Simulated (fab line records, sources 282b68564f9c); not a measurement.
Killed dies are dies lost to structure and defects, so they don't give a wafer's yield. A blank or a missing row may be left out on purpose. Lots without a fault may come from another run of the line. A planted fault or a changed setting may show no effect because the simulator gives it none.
Which tool did it? | flow rit_cmos | 15 lots, 45 wafers sampled, at 2 steps of a route of 202

WHAT THE GAUGES READ, wafer by wafer
The record holds no reading of a measuring or inspecting step that can be judged against a usual standard deviation.

WHICH TOOL RAN EACH LOT (tool, then ch and the chambers of the sampled wafers, then the start)
lot  | RIT_SILICIDE_WET_ETCH_05       | RIT_M1_PROBE_99
L248 | wet_bench-03 ch 3, day 3 06:07 | -
L249 | wet_bench-04 ch 3, day 3 09:02 | -
L250 | wet_bench-04 ch 1, day 3 13:48 | -
L256 | wet_bench-04 ch 0, day 4 20:49 | prober-02, day 5 03:30
L257 | wet_bench-04 ch 3, day 5 04:36 | prober-01, day 5 11:03
L258 | wet_bench-04 ch 1, day 5 09:35 | prober-02, day 5 16:17
L262 | wet_bench-04 ch 0, day 6 03:12 | -
L263 | wet_bench-03 ch 1, day 6 05:52 | -
L264 | wet_bench-01 ch 1, day 6 11:09 | -
L265 | wet_bench-04 ch 3, day 6 16:46 | -
L266 | wet_bench-01 ch 3, day 6 22:58 | -
L268 | wet_bench-04 ch 1, day 7 12:13 | -
L269 | wet_bench-04 ch 1, day 7 13:46 | -
L270 | wet_bench-04 ch 1, day 7 18:56 | -
L271 | wet_bench-03 ch 0, day 8 03:23 | -
- RIT_SILICIDE_WET_ETCH_05: etches Ti in SPM, time 120 s.
- RIT_M1_PROBE_99

WHAT THE TOOLS THEMSELVES READ (means of the sampled wafers that have a number; where no wafer has one, the mark that the record gives instead)
RIT_SILICIDE_WET_ETCH_05. Usual: bath_guard_temp_C 90.2 C, standard deviation 0.36; bath_heat_duty_pct 14.9 %, standard deviation 1.9; temp_c 90.00 C, standard deviation 0.14.
lot  | tool         | bath_guard_temp_C (C) | bath_heat_duty_pct (%) | temp_c (C) | flag
L248 | wet_bench-03 | 90.0                  | 13.5                   | 89.90      |
L249 | wet_bench-04 | 90.1                  | 12.1                   | 90.05      |
L250 | wet_bench-04 | 90.2                  | 16.8                   | 89.95      |
L256 | wet_bench-04 | -                     | -                      | -          | OFF
L257 | wet_bench-04 | -                     | -                      | -          | OFF
L258 | wet_bench-04 | -                     | -                      | -          | OFF
L262 | wet_bench-04 | 90.2                  | 13.6                   | 90.05      |
L263 | wet_bench-03 | 89.8                  | 17.9                   | 90.01      |
L264 | wet_bench-01 | 90.6                  | 12.9                   | 89.81      |
L265 | wet_bench-04 | 90.0                  | 11.5                   | 89.90      |
L266 | wet_bench-01 | 89.5                  | 15.6                   | 90.00      |
L268 | wet_bench-04 | 90.4                  | 16.4                   | 89.85      |
L269 | wet_bench-04 | 90.4                  | 16.2                   | 90.00      |
L270 | wet_bench-04 | 90.4                  | 16.8                   | 89.96      |
L271 | wet_bench-03 | 89.6                  | 13.4                   | 90.20      |

RIT_M1_PROBE_99. Usual: killed_at_contacts 0.0, standard deviation 0.2; killed_at_front_end 6.6, standard deviation 2.9; killed_dies 6.6, standard deviation 3; killed_on_rim 1.7, standard deviation 1.4; killed_open 3.4, standard deviation 2; killed_short 3.2, standard deviation 2.
lot  | tool      | killed_at_contacts | killed_at_front_end | killed_dies | killed_on_rim | killed_open | killed_short | flag
L256 | prober-02 | 0.0                | 264.0               | 264.0       | 70.0          | 3.3         | 3.0          | OFF
L257 | prober-01 | 0.0                | 264.0               | 264.0       | 70.0          | 3.7         | 2.7          | OFF
L258 | prober-02 | 0.0                | 264.0               | 264.0       | 70.0          | 4.0         | 1.3          | OFF

THE ANSWER, worked out from the rows above alone
Rule: a lot is off if the mean of its wafers that have a number lies more than 3 standard deviations from the usual mean. A lot without any number at a reading at which 4 lots or more have one is off too. The other lots that the step has rows for count as sound. The gauges are gone through in route order, then the tools' own readings, and for those a lot's mean is taken as printed above. The first step at which some lot is off is used, and at that step the reading that is off furthest; a lot without a number counts as furthest.
Off: L256, L257, L258, at RIT_SILICIDE_WET_ETCH_05 (bath_guard_temp_C). Without a number there: L256, L257, L258.
A tool fits if, at that step or a process step before it, it ran every lot that is off, and no sound lot after the first of them. None of those tried fits.

WHAT THE SIMULATOR HAD PUT IN
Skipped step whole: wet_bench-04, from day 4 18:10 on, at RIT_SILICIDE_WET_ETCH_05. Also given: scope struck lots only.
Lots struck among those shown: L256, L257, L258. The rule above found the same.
